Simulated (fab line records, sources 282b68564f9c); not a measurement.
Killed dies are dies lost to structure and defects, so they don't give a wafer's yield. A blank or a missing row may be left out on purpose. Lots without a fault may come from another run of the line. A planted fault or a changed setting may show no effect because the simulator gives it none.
Which tool did it? | flow rit_cmos | 7 lots, 21 wafers sampled, at 2 steps of a route of 202

WHAT THE GAUGES READ, wafer by wafer
RIT_SDANNEAL_RS_MEAS_04: measures by four-point-probe.
lot  | measured    | on            | PSD_RS (ohm/sq)
L702 | day 3 06:40 | film_metro-02 | 115.91 115.92 115.83
L705 | day 3 22:45 | film_metro-04 | 115.89 116.13 116.01
L707 | day 4 07:44 | film_metro-02 | 116.59 116.37 116.44
L712 | day 5 08:28 | film_metro-04 | 120.69 121.07 120.86
L716 | day 6 04:42 | film_metro-04 | 115.65 115.68 115.95
L718 | day 6 15:25 | film_metro-04 | 116.15 115.72 115.76
L720 | day 7 00:07 | film_metro-04 | 116.06 116.17 116.10

WHICH TOOL RAN EACH LOT (tool, then ch and the chambers of the sampled wafers, then the start)
lot  | RIT_PSD_IMPLANT_08
L702 | implanter-03 ch 0, day 3 05:50
L705 | implanter-03 ch 0, day 3 21:57
L707 | implanter-02 ch 0, day 4 06:55
L712 | implanter-02 ch 0, day 5 07:40
L716 | implanter-03 ch 0, day 6 03:53
L718 | implanter-01 ch 0, day 6 14:37
L720 | implanter-03 ch 0, day 6 23:19
- RIT_PSD_IMPLANT_08

THE ANSWER, worked out from the rows above alone
Rule: what is usual is taken from the lots themselves. Put in order of their means at a reading, lots are off if they are a third of the lots or fewer, leave a main group of 4 or more, and stand apart from it by a gap of 3 or more times the standard deviation of the main group's means; of several such gaps the widest counts. A main group whose means are all the same, to the digits that the tables above print for the reading, isn't used. A lot without any number at a reading at which 4 lots or more have one is off too. The other lots that the step has rows for count as sound.
Off: L712, at RIT_SDANNEAL_RS_MEAS_04 (PSD_RS). The main group: mean 116.02 ohm/sq, standard deviation 0.23.
A tool fits if, at a process step before that reading, it ran every lot that is off, and no sound lot after the first of them. The gauges at RIT_SDANNEAL_RS_MEAS_04 are tried like those tools. One fits: implanter-02 at RIT_PSD_IMPLANT_08. Its last sound lot is L707 (day 4 06:55), its first lot that is off L712 (day 5 07:40): a fault that began between those two fits.

WHAT THE SIMULATOR HAD PUT IN
Process parameter drift: implanter-02, from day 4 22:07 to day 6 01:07, at RIT_PSD_IMPLANT_08. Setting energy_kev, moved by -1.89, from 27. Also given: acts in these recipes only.
Lots struck among those shown: L712. The rule above found the same.
